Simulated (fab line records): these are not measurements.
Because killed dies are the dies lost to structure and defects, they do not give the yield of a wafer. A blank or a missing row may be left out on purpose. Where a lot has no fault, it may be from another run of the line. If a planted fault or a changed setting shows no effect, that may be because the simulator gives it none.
2 desks looking at one fault    flow rit cmos    each desk holds nothing but its own numbers, with what lay behind them at the end

FROM THE METROLOGY DESK
What the gauges read, lot by lot, whatever tool the lot ran on: means of the sampled wafers that have a number. If a lot's mean is further than 4 standard deviations from the usual mean, the lot is out of limits and carries the mark OUT (the distance appears in the brackets).
Columns: A = PLDD_OVL at RIT_PLDD_OVL_MEAS_06, usual -1.9 nm
lot   first seen here  A
L880  day 3 01:01      -1.3
L881  day 3 04:50      -1.0
L882  day 3 10:10      -1.6
L883  day 3 13:32      -2.5
L884  day 3 21:05      -1.5
L885  day 4 01:24      -1.8
L888  day 4 17:16      -0.1
L890  day 5 02:23      -3.3
L892  day 5 11:25      -1.0
L895  day 6 01:59      -1.9
L897  day 6 09:47      -1.8
L899  day 6 19:20      1.0
L901  day 7 04:54      -1.3
L903  day 7 15:15      -1.5
Finding of this desk: none of the 14 lots has anything out of limits.

THE TOOL OWNER'S DESK: rie si-02
The tool's own readings at RIT_GATE_ETCH_19 (etches poly-Si in SF6/CHF3/O2, stops on SiO2, time 172.7 s, target depth 312.5 nm): means of the sampled wafers that have a number, for each lot that ran on this tool. If a lot's mean is further than 4 standard deviations from the usual mean, the lot is out of limits and carries the mark OUT (the distance appears in the brackets).
Columns: A = drypump motor current A at RIT_GATE_ETCH_19, usual 5.8 A; B = oes product au at RIT_GATE_ETCH_19, usual 0.845 a.u.; C = throttle valve pct at RIT_GATE_ETCH_19, usual 10.22 %
lot   first seen here  A    B                 C
L880  day 2 19:07      6.1  0.840             10.22
L882  day 3 03:01      6.2  0.851             10.33
L884  day 3 12:26      5.7  0.839             10.16
L888  day 4 11:29      5.9  0.949 (+9.4) OUT  10.28
L890  day 4 19:49      6.0  0.956 (+10) OUT   10.27
L892  day 5 05:35      6.0  0.947 (+9.3) OUT  10.27
This desk's finding: out of limits on L888, L890, L892; first on L888, day 4 11:29 (oes product au at RIT_GATE_ETCH_19). In limits: L880, L882, L884.

ALL TOGETHER
The tool owner's desk had the chance to raise an alarm at day 4 11:29 on L888, L890, L892.
Metrology desk: nothing out of limits seen.
The metrology desk holds a record of L888, L890, L892, inside its limits.
On rie si-02, each named lot ran RIT_GATE_ETCH_19.

WHAT WAS PUT IN BY THE SIMULATOR
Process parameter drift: rie si-02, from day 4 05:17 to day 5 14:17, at RIT_GATE_ETCH_19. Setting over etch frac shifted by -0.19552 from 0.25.
Shown lots that were struck: L888, L890, L892.
Delay in hours, fault start to first out-of-limits reading, by desk: the tool owner's desk at 6.
